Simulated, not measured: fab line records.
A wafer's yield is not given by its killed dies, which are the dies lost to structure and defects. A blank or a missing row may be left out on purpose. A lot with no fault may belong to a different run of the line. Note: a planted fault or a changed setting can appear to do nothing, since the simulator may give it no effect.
Chamber matching    flow berkeleyCmos170    UCB170_SPACER_CVD_00 on pecvd-03: 3 sister chambers
The step deposits SiO2 from TEOS/O2, target thk 376 nm, time 47 s. 6 wafers are shown with their chamber, then 7 later ones without.

## EACH WAFER AND ITS CHAMBER
wafer   chamber  heaterPowerW (W)
L112.4  2        243
L122.4  2        231
L125.4  1        240
L125.5  0        163
L128.4  0        172
L128.5  1        263

## WAFERS WHOSE CHAMBER IS MISSING
wafer   heaterPowerW (W)
L128.6  250
L131.2  261
L131.3  256
L131.6  177
L129.1  232
L129.2  262
L129.5  269

## EACH ONE'S CHAMBER
wafer    from the rows above       in truth
L128.6   can't be placed: 1 or 2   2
L131.2   can't be placed: 1 or 2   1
L131.3   can't be placed: 1 or 2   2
L131.6   0                         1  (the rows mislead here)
L129.1   can't be placed: 2 or 1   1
L129.2   can't be placed: 1 or 2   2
L129.5   can't be placed: 1 or 2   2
Correctly placed: 0 of 7. Not placeable from these rows: 6 (in 6, the candidates include the true chamber). 1 placed wrongly.
How it was worked out, from the rows above alone: a wafer's distance from a chamber is the root of the sum, over the readings, of the square of ((its reading less the chamber's mean) divided by the reading's scatter). If the next closest chamber is less than 2 further off than the closest, the wafer can't be placed; otherwise it belongs to the closest. For every chamber, the mean is computed from those of its wafers that are shown. The scatter: the root of (the sum of the squares of (reading less its chamber's mean) over the shown wafers, divided by (wafers less chambers)).
